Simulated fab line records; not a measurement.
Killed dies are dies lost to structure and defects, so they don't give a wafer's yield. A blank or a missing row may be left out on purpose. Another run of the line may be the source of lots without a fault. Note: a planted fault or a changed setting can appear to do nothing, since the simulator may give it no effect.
Chamber matching    flow berkeley-cmos170    pecvd-03 running UCB170_SPACER_CVD_00: 3 sister chambers
The step deposits SiO2 from TEOS/O2, target thk 376 nm, time 47 s. 16 wafers are shown with their chamber, then 8 later ones without.

EACH WAFER AND ITS CHAMBER
wafer   chamber  heater-power-w (W)
L163.3  1        192
L163.4  2        273
L163.5  2        290
L165.4  2        287
L165.5  0        277
L165.6  1        228
L166.2  2        291
L166.5  1        280
L166.6  2        305
L168.2  1        203
L168.5  2        301
L168.6  1        217
L169.1  2        237
L169.2  0        247
L169.3  1        285
L178.3  0        228

SIGNATURES (averages over the wafers above)
reading         chamber 0  chamber 1  chamber 2  scatter within a chamber
heater-power-w  250.67     234.17     283.43     30.6
Rule: a wafer's distance from a chamber is the root of the sum, over the readings, of the square of ((its reading less the chamber's mean) divided by the reading's scatter). The wafer belongs to the nearest chamber; if the next one is less than 2 further off, it can't be placed. The scatter: the root of (the sum of the squares of (reading less its chamber's mean) over the shown wafers, divided by (wafers less chambers)).

WAFERS WITHOUT THEIR CHAMBER
wafer   heater-power-w (W)
L178.4  283
L178.6  238
L180.2  258
L180.4  221
L180.5  289
L183.1  286
L183.2  234
L183.6  209

WHICH CHAMBER EACH ONE RAN IN
wafer   from the rows above           in truth
L178.4  can't be placed: 2 or 0 or 1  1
L178.6  can't be placed: 1 or 0 or 2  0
L180.2  can't be placed: 0 or 1 or 2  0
L180.4  can't be placed: 1 or 0 or 2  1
L180.5  can't be placed: 2 or 0 or 1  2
L183.1  can't be placed: 2 or 0 or 1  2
L183.2  can't be placed: 1 or 0 or 2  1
L183.6  can't be placed: 1 or 0 or 2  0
Correct placement for 0 of the 8. Unplaceable from these rows: 8, with the true chamber sitting among the candidates in 8. 0 placed wrongly.
